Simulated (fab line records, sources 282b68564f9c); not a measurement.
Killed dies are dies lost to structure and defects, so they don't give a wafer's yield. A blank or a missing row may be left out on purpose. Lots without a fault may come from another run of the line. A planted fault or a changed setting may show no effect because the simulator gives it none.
Chamber matching | flow rit_cmos | RIT_ACTIVE_ETCH_13 on rie_diel-03: 4 sister chambers
The step etches Si3N4 in SF6, stops on SiO2, time 210 s, target depth 210 nm. 7 wafers are shown with their chamber, then 7 later ones without.

WAFERS WITH THEIR CHAMBER
wafer  | chamber | throttle_valve_pct (%) | drypump_motor_current_A (A)
L508.2 | 3       | 7.51                   | 5.3
L508.4 | 2       | 7.48                   | 5.6
L512.6 | 0       | 7.61                   | 5.6
L515.2 | 2       | 7.45                   | 5.5
L515.6 | 1       | 7.61                   | 5.5
L516.1 | 0       | 7.61                   | 5.6
L516.4 | 1       | 7.61                   | 5.5

WAFERS WITHOUT THEIR CHAMBER
wafer  | throttle_valve_pct (%) | drypump_motor_current_A (A)
L516.6 | 7.46                   | 5.6
L518.1 | 7.51                   | 5.3
L518.4 | 7.48                   | 5.6
L518.6 | 7.50                   | 5.3
L523.1 | 7.49                   | 5.6
L523.5 | 7.50                   | 5.3
L523.6 | 7.48                   | 5.6

WHICH CHAMBER EACH WENT THROUGH
wafer  | from the rows above | in truth
L516.6 | 2                   | 2
L518.1 | 3                   | 3
L518.4 | 2                   | 2
L518.6 | 3                   | 3
L523.1 | 2                   | 2
L523.5 | 3                   | 3
L523.6 | 2                   | 2
Placed correctly: 7 of 7. Can't be placed from these rows: 0. Placed wrongly: 0.
How it was worked out, from the rows above alone: a wafer's distance from a chamber is the root of the sum, over the readings, of the square of ((its reading less the chamber's mean) divided by the reading's scatter). The wafer belongs to the nearest chamber; if the next one is less than 2 further off, it can't be placed. A chamber's mean is the mean of its shown wafers. The scatter: the root of (the sum of the squares of (reading less its chamber's mean) over the shown wafers, divided by (wafers less chambers)).
